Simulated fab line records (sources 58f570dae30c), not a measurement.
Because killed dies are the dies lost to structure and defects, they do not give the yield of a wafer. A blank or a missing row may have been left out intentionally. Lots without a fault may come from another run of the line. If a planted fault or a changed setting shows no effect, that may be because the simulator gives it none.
fab line records | flow berkeley_cmos170
[record] lots = 7 wafers = 21 last_day = 11
route steps=331 shown SPACER@172 PSD@175 NSD@187
lots that met no fault: taken from a fault-free run of the same line
start_h: hours from the record's opening day to when the first of the lot's shown wafers began | wait_h: time in hours since the lot's previous step | " identical to the entry in the row above | L1.1+2: several wafers, shown together as one row | - no value, or no start given | * or withheld: withheld | < > ~ a bound
route shown NAME@n: a module of which the file shows steps, and the number in the route of the first | usual: mean and standard deviation over wafers with no fault | same: alike in all rows | chamber/n: place in a boat | sites: per-site readings | _std_site: how widely they spread, as a standard deviation | _edge_site: mean of outer sites minus mean of inner sites | radius_mm: for every site, how far away it sits from the centre of the wafer | mask NAME#n: copy n | behind: tool/chamber where the wafer was last shaped | hold: cause of the lot's hold/its duration in hours/its outcome | device: transistor that didn't switch, given as n, p or np | end of line: the tests these same wafers got at the end of their route | a step without rows: its recipe alone | killed: at the first sort, the dies lost to defects and structure; wafer yield is something else | map: a wafer's dies, x killed, . not, _ none there
set.NAME: setting as actually run; set.NAME@STEP: the setting as run at that earlier step | model.NAME: the simulator's own value behind a step, which no gauge read
certain route steps with their lots: each step a table, each wafer a row
services: the hour from which a tool's chamber was out of use, counted from the record's first day as start_h (under 0 if before that day), plus the number of hours and why
[[steps]]
[step UCB170_SPACER_THK_MEAS_01]
[recipe] reads = SiO2_of_SPACER_CVD_00
[usual] SPACER_TEOS_THK = 379/4.9
// columns lot.wafer tool chamber start_h wait_h SPACER_TEOS_THK[nm]
L821.3 film_metro-01 - 153.00 0.0 371
L821.4 " - " " 376
L821.6 " - " " 378
L830.1 film_metro-04 - 183.17 0.0 379
L830.3 " - " " 374
L830.5 " - " " 378
L828.2 film_metro-04 - 183.63 0.0 377
L828.3 " - " " 373
L828.5 " - " " 382
L826.1 film_metro-02 - 183.79 0.0 370
L826.4 " - " " 375
L826.6 " - " " 379
L831.1 film_metro-02 - 207.31 0.0 376
L831.3 " - " " 371
L831.6 " - " " 383
L840.1 film_metro-02 - 231.92 0.0 371
L840.2 " - " " 378
L840.4 " - " " 375
L839.2 film_metro-01 - 231.93 0.0 379
L839.5 " - " " 381
L839.6 " - " " 382
[step UCB170_SPACER_ANNEAL_02]
[recipe] temp_c = 900 time_s = 1800 ambient = N2
[step UCB170_SPACER_ETCHBACK_03]
[recipe] stop_on = Si target = SiO2 chemistry = CHF3/CF4/Ar CHF3_flow_sccm = 50 cf4_flow_sccm = 10 Ar_flow_sccm = 120 pressure_mtorr = 200 rf_w = 500 target_depth_a = 3760 time_s = 100
[usual] drypump_motor_current_A = 5.8/0.58 mfc_ar_sccm = 120.0/0.34 oes_product_au = 0.905/0.013 throttle_valve_pct = 6.43/0.13
// columns lot.wafer tool chamber start_h wait_h drypump_motor_current_A mfc_ar_sccm oes_product_au rf_hours_counter_h throttle_valve_pct
L821.3 rie_diel-03 3 157.66 0.0 6.1 120.0 0.882 115 6.50
L821.4 " 2 " " 6.1 120.6 0.885 7 6.66
L821.6 " 2 " " 6.1 120.4 0.894 - 6.65
L826.1 rie_diel-01 1 188.90 0.0 5.9 120.0 0.884 13 6.45
L826.4 " 2 " " 6.6 119.9 0.904 58 6.21
L826.6 " 0 " " 5.4 120.1 0.923 - 6.40
L828.2 rie_diel-02 0 188.90 0.0 5.8 119.7 0.902 101 6.51
L828.3 " 1 " " 5.3 119.9 0.895 148 6.28
L828.5 " 1 " " 5.3 119.8 0.901 - 6.28
L830.1 rie_diel-03 3 188.90 0.0 6.1 120.0 0.899 116 6.49
L830.3 " 2 " " 6.1 119.7 0.893 8 6.66
L830.5 " 2 " " 6.2 119.8 0.886 - 6.65
L831.1 rie_diel-02 0 209.90 0.0 5.8 120.3 0.909 102 6.51
L831.3 " 3 " " 4.9 119.8 0.901 43 6.53
L831.6 " 3 " " 4.9 119.8 0.914 - 6.51
L839.2 rie_diel-03 2 233.59 0.0 6.2 119.5 0.892 10 6.65
L839.5 " 0 " " 6.3 120.1 0.905 - 6.27
L839.6 " 3 " " 6.1 120.0 0.902 - 6.48
L840.1 rie_diel-01 2 233.59 0.0 6.6 119.8 0.887 60 6.17
L840.2 " 3 " " 4.7 119.9 0.916 130 6.56
L840.4 " 1 " " 5.9 119.8 0.899 15 6.45
[step UCB170_PSD_HMDS_00]
[recipe] prime_time_s = 60 prime_temp_c = 100
[step UCB170_PSD_COAT_01]
[recipe] resist = KrF spin_rpm = 1500 resist_thk_nm = 900
[step UCB170_PSD_SOFTBAKE_02]
[recipe] resist = KrF temp_c = 130 time_s = 60
[step UCB170_PSD_EXPOSE_03]
[recipe] mask_id = PSELECT_MOD na = 0.5 sigma_outer = 0.6 source_shape = conventional target_cd_nm = 1200 dose_mj = 30
[step UCB170_PSD_PEB_04]
[recipe] peb_temp_c = 130 peb_time_s = withheld resist = KrF
[step UCB170_PSD_DEVELOP_05]
[recipe] developer = TMAH develop_time_s = 45 resist = KrF dev_temp_c = 21
[step UCB170_PSD_CD_MEAS_06]
[recipe] target_cd_nm = 1200
[usual] cd_nm = 1200.2/1.9
// columns lot.wafer tool chamber start_h wait_h cd_nm
L821.3 cd_sem-02 - 158.79 - 1201.0
L821.4 " - " " 1199.9
L821.6 " - " " 1200.1
L830.1 cd_sem-02 - 190.27 - 1202.9
L830.3 " - " " 1202.5
L830.5 " - " " 1202.6
L826.1 cd_sem-01 - 190.38 - 1202.4
L826.4 " - " " 1199.9
L826.6 " - " " 1202.1
L828.2 cd_sem-02 - 190.56 - 1199.2
L828.3 " - " " 1199.9
L828.5 " - " " 1198.1
L831.1 cd_sem-02 - 211.20 - 1201.3
L831.3 " - " " 1200.7
L831.6 " - " " 1200.9
L839.2 cd_sem-01 - 234.97 - 1204.1
L839.5 " - " " 1203.5
L839.6 " - " " 1204.3
L840.1 cd_sem-02 - 235.50 - 1197.4
L840.2 " - " " 1196.5
L840.4 " - " " 1198.0
[step UCB170_PSD_OVL_MEAS_07]
[usual] PSD_OVL = -2/5.2
// columns lot.wafer tool chamber start_h wait_h PSD_OVL[nm]
L821.3 overlay-02 - 158.88 0.1 6
L821.4 " - " " -6
L821.6 " - " " -8
L830.1 overlay-01 - 190.39 0.1 0
L830.3 " - " " -5
L830.5 " - " " -5
L826.1 overlay-02 - 190.50 0.1 5
L826.4 " - " " 7
L826.6 " - " " 3
L828.2 overlay-01 - 190.67 0.1 0
L828.3 " - " " 0
L828.5 " - " " -6
L831.1 overlay-02 - 211.32 0.1 -12
L831.3 " - " " -6
L831.6 " - " " -4
L839.2 overlay-02 - 235.08 0.1 2
L839.5 " - " " 1
L839.6 " - " " -4
L840.1 overlay-01 - 235.62 0.1 1
L840.2 " - " " 3
L840.4 " - " " -8
[step UCB170_PSD_IMPLANT_08]
[recipe] species = B dose_cm2 = 3e+15 energy_kev = 20 tilt_deg = 7
[step UCB170_PSD_STRIP_09]
[recipe] chemistry = O2 power_w = 400 pressure_mtorr = 3500 platen_temp_c = withheld o2_flow_sccm = 400 overash_fraction = 0.5
[usual] chamber_pressure_mTorr = 3500/3.3 drypump_motor_current_A = 5.88/0.18 oes_product_au = 0.601/0.0046 strip_time_to_endpoint_s = 29.40/0.076
// columns lot.wafer tool chamber start_h wait_h chamber_pressure_mTorr drypump_motor_current_A oes_product_au rf_hours_counter_h strip_time_to_endpoint_s model.KrF_of_PSD_COAT_01.thk_nm
L821.3 plasma_asher-04 0 159.08 0.1 3493 6.08 0.592 - 29.36 0
L821.4 " 1 " " 3501 5.84 0.608 - 29.29 0
L821.6 " 0 " " 3503 6.07 0.599 - 29.27 0
L830.1 plasma_asher-04 1 190.57 0.1 - - - - - 882.2
L830.3 " 1 " " - - - - - 885.7
L830.5 " 1 " " - - - - - 884.9
L826.1 plasma_asher-01 0 190.69 0.1 - - - - - 878.4
L826.4 " 0 " " - - - - - 883.7
L826.6 " 0 " " - - - - - 882.4
L828.2 plasma_asher-04 1 190.85 0.1 - - - - - 884.2
L828.3 " 1 " " - - - - - 883.7
L828.5 " 1 " " - - - - - 883.9
L831.1 plasma_asher-04 1 211.51 0.1 3493 5.85 0.602 53 29.43 0
L831.3 " 1 " " 3506 5.85 0.603 - 29.43 0
L831.6 " 0 " " 3498 6.05 0.603 - 29.44 0
L839.2 plasma_asher-04 0 235.26 0.1 3503 6.05 0.604 56 29.45 0
L839.5 " 1 " " 3502 5.81 0.599 - 29.39 0
L839.6 " 0 " " 3499 6.07 0.605 - 29.36 0
L840.1 plasma_asher-04 1 235.80 0.1 3500 5.85 0.603 56 29.42 0
L840.2 " 0 " " 3503 6.06 0.612 56 29.46 0
L840.4 " 1 " " 3502 5.84 0.601 - 29.47 0
[step UCB170_PSD_TW_MEAS_10]
[usual] PSD_TW = 2351/21
// columns lot.wafer tool chamber start_h wait_h PSD_TW
L821.3 film_metro-03 - 159.17 0.1 2363
L821.4 " - " " 2361
L821.6 " - " " 2371
L830.1 film_metro-01 - 190.67 0.1 2360
L830.3 " - " " 2352
L830.5 " - " " 2345
L826.1 film_metro-04 - 190.79 0.1 2341
L826.4 " - " " 2329
L826.6 " - " " 2335
L828.2 film_metro-03 - 190.96 0.1 2368
L828.3 " - " " 2374
L828.5 " - " " 2348
L831.1 film_metro-01 - 211.61 0.1 2354
L831.3 " - " " 2358
L831.6 " - " " 2374
L839.2 film_metro-03 - 235.37 0.1 2375
L839.5 " - " " 2388
L839.6 " - " " 2385
L840.1 film_metro-04 - 235.90 0.1 2329
L840.2 " - " " 2319
L840.4 " - " " 2329
[step UCB170_PSD_CLEAN_11]
[recipe] chemistry = SPM temp_c = 120 time_s = 600
[step UCB170_NSD_HMDS_00]
[recipe] prime_time_s = 60 prime_temp_c = 100
[step UCB170_NSD_COAT_01]
[recipe] resist = KrF spin_rpm = 1500 resist_thk_nm = 900
[step UCB170_NSD_SOFTBAKE_02]
[recipe] resist = KrF temp_c = 130 time_s = 60
[step UCB170_NSD_EXPOSE_03]
[recipe] mask_id = NSELECT_MOD na = 0.5 sigma_outer = 0.6 source_shape = conventional target_cd_nm = 1200 dose_mj = 30
[step UCB170_NSD_PEB_04]
[recipe] peb_temp_c = 130 peb_time_s = withheld resist = KrF
[step UCB170_NSD_DEVELOP_05]
[recipe] developer = TMAH develop_time_s = 45 resist = KrF dev_temp_c = 21
[step UCB170_NSD_CD_MEAS_06]
[recipe] target_cd_nm = 1200
[usual] cd_nm = 1199.8/1.4
// columns lot.wafer tool chamber start_h wait_h cd_nm
L821.3 cd_sem-02 - 163.60 - 1200.2
L821.4 " - " " 1199.4
L821.6 " - " " 1200.5
L830.1 cd_sem-01 - 193.17 - 1200.2
L830.3 " - " " 1200.9
L830.5 " - " " 1201.8
L826.1 cd_sem-01 - 193.29 - 1199.4
L826.4 " - " " 1200.5
L826.6 " - " " 1200.5
L828.2 cd_sem-02 - 193.46 - 1198.6
L828.3 " - " " 1200.5
L828.5 " - " " 1199.3
L831.1 cd_sem-01 - 214.74 - 1200.6
L831.3 " - " " 1200.6
L831.6 " - " " 1201.2
L839.2 cd_sem-02 - 237.42 - 1200.1
L839.5 " - " " 1199.7
L839.6 " - " " 1198.9
L840.1 cd_sem-01 - 238.30 - 1196.7
L840.2 " - " " 1199.4
L840.4 " - " " 1199.7
[step UCB170_NSD_OVL_MEAS_07]
[usual] NSD_OVL = -3/5.4
// columns lot.wafer tool chamber start_h wait_h NSD_OVL[nm]
L821.3 overlay-02 - 163.69 0.1 -2
L821.4 " - " " 4
L821.6 " - " " 3
L830.1 overlay-01 - 193.29 0.1 2
L830.3 " - " " -1
L830.5 " - " " -1
L826.1 overlay-01 - 193.41 0.1 -11
L826.4 " - " " -3
L826.6 " - " " -8
L828.2 overlay-02 - 193.57 0.1 -1
L828.3 " - " " 3
L828.5 " - " " -2
L831.1 overlay-02 - 214.86 0.1 -15
L831.3 " - " " -10
L831.6 " - " " -5
L839.2 overlay-01 - 237.52 0.1 -3
L839.5 " - " " -7
L839.6 " - " " -4
L840.1 overlay-02 - 238.42 0.1 -6
L840.2 " - " " 2
L840.4 " - " " 3
[step UCB170_NSD_IMPLANT_08]
[recipe] species = P dose_cm2 = 3e+15 energy_kev = 40 tilt_deg = 7
[step UCB170_NSD_STRIP_09]
[recipe] chemistry = O2 power_w = 400 pressure_mtorr = 3500 platen_temp_c = withheld o2_flow_sccm = 400 overash_fraction = 0.5
[usual] chamber_pressure_mTorr = 3500/3.1 drypump_motor_current_A = 5.6/0.36 oes_product_au = 0.534/0.0045 strip_time_to_endpoint_s = 35.84/0.073
// columns lot.wafer tool chamber start_h wait_h chamber_pressure_mTorr drypump_motor_current_A oes_product_au rf_hours_counter_h strip_time_to_endpoint_s
L821.3 plasma_asher-02 0 163.90 0.1 3501 5.3 0.533 - 35.90
L821.4 " 1 " " 3496 5.3 0.533 - 35.97
L821.6 " 1 " " 3501 5.2 0.540 - 35.94
L830.1 plasma_asher-02 0 193.47 0.1 3502 5.3 0.624 49 62.08
L830.3 " 1 " " 3502 5.3 0.618 - 62.23
L830.5 " 1 " " 3497 5.2 0.628 - 62.03
L826.1 plasma_asher-03 0 193.59 0.1 3499 6.1 0.621 42 61.76
L826.4 " 1 " " 3497 5.7 0.626 - 62.07
L826.6 " 1 " " 3494 5.7 0.615 - 61.93
L828.2 plasma_asher-02 0 193.75 0.1 3501 5.3 0.621 49 62.08
L828.3 " 1 " " 3503 5.2 0.612 - 62.11
L828.5 " 1 " " 3503 5.2 0.619 - 62.05
L831.1 plasma_asher-02 1 215.05 0.1 3502 5.2 0.537 51 35.86
L831.3 " 0 " " 3500 5.3 0.538 - 35.85
L831.6 " 0 " " 3501 5.3 0.536 - 35.89
L839.2 plasma_asher-04 0 237.70 0.1 3494 6.0 0.532 56 35.84
L839.5 " 1 " " 3502 5.8 0.536 - 35.88
L839.6 " 0 " " 3499 6.1 0.528 - 35.96
L840.1 plasma_asher-02 0 238.60 0.1 3500 5.3 0.542 54 35.83
L840.2 " 1 " " 3503 5.3 0.531 54 35.84
L840.4 " 1 " " 3499 5.2 0.542 - 35.84
[step UCB170_NSD_TW_MEAS_10]
[usual] NSD_TW = 4217/34
// columns lot.wafer tool chamber start_h wait_h NSD_TW
L821.3 film_metro-01 - 163.98 0.1 4232
L821.4 " - " " 4258
L821.6 " - " " 4225
L830.1 film_metro-01 - 193.57 0.1 30
L830.3 " - " " 30
L830.5 " - " " 30
L826.1 film_metro-03 - 193.69 0.1 30
L826.4 " - " " 31
L826.6 " - " " 30
L828.2 film_metro-04 - 193.86 0.1 30
L828.3 " - " " 30
L828.5 " - " " 30
L831.1 film_metro-03 - 215.15 0.1 4249
L831.3 " - " " 4270
L831.6 " - " " 4254
L839.2 film_metro-01 - 237.81 0.1 4224
L839.5 " - " " 4209
L839.6 " - " " 4241
L840.1 film_metro-04 - 238.70 0.1 4202
L840.2 " - " " 4194
L840.4 " - " " 4194
[step UCB170_NSD_CLEAN_11]
[recipe] chemistry = SPM temp_c = 120 time_s = 600
[[services]]
// columns tool chamber start_h hours kind
rie_diel-01 3 151.80 3.4 repair
rie_diel-02 2 151.80 5.0 repair
plasma_asher-01 - 154.07 4.2 repair
rie_diel-01 3 158.93 10.0 repair
plasma_asher-03 - 190.59 2.2 repair
rie_diel-02 1 200.14 - clean
rie_diel-02 1 200.14 17.0 scheduled_down
rie_diel-02 1 200.14 17.0 vent_cycle
plasma_asher-01 - 201.72 0.8 repair
rie_diel-02 - 207.74 0.3 repair
plasma_asher-04 - 208.72 2.0 repair
plasma_asher-03 - 216.96 1.2 repair
[[key]]
[first_sign] step = UCB170_PSD_STRIP_09 reading = tool_record direction = missing
[effect] step = UCB170_NSD_STRIP_09 reading = strip_time_to_endpoint_s direction = up sigmas = 99+ usual = * struck = *
[effect] step = UCB170_NSD_TW_MEAS_10 reading = NSD_TW direction = down sigmas = 99+ usual = 4217 struck = 30
[model_effect] step = UCB170_PSD_STRIP_09 value = KrF_of_PSD_COAT_01.thk_nm without = 0 struck = 883.2
met_at UCB170_PSD_STRIP_09
struck_wafers L826.1,L826.4,L826.6,L828.2,L828.3,L828.5,L830.1,L830.3,L830.5
sort_left_out L826.1,L826.4,L826.6,L828.2,L828.3,L828.5,L830.1,L830.3,L830.5
tester_left_out L826,L828,L830
onset_between 159.08 190.57
[fault] kind = skipped_step_whole tool = plasma_asher-01,plasma_asher-04 chamber = - onset_h = 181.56 steps = UCB170_PSD_STRIP_09 scope = struck_lots_only
// tester_left_out: of these lots the tester's yield and bins aren't shown, on N5 and GAA mostly nor the transistor test; their killed dies are dies lost to structure and defects alone, not to doping, threshold or leakage, so they don't give the yield
// sort_left_out: the simulated sort isn't trusted on such a fault, so these wafers' sort isn't shown, and their yield isn't known
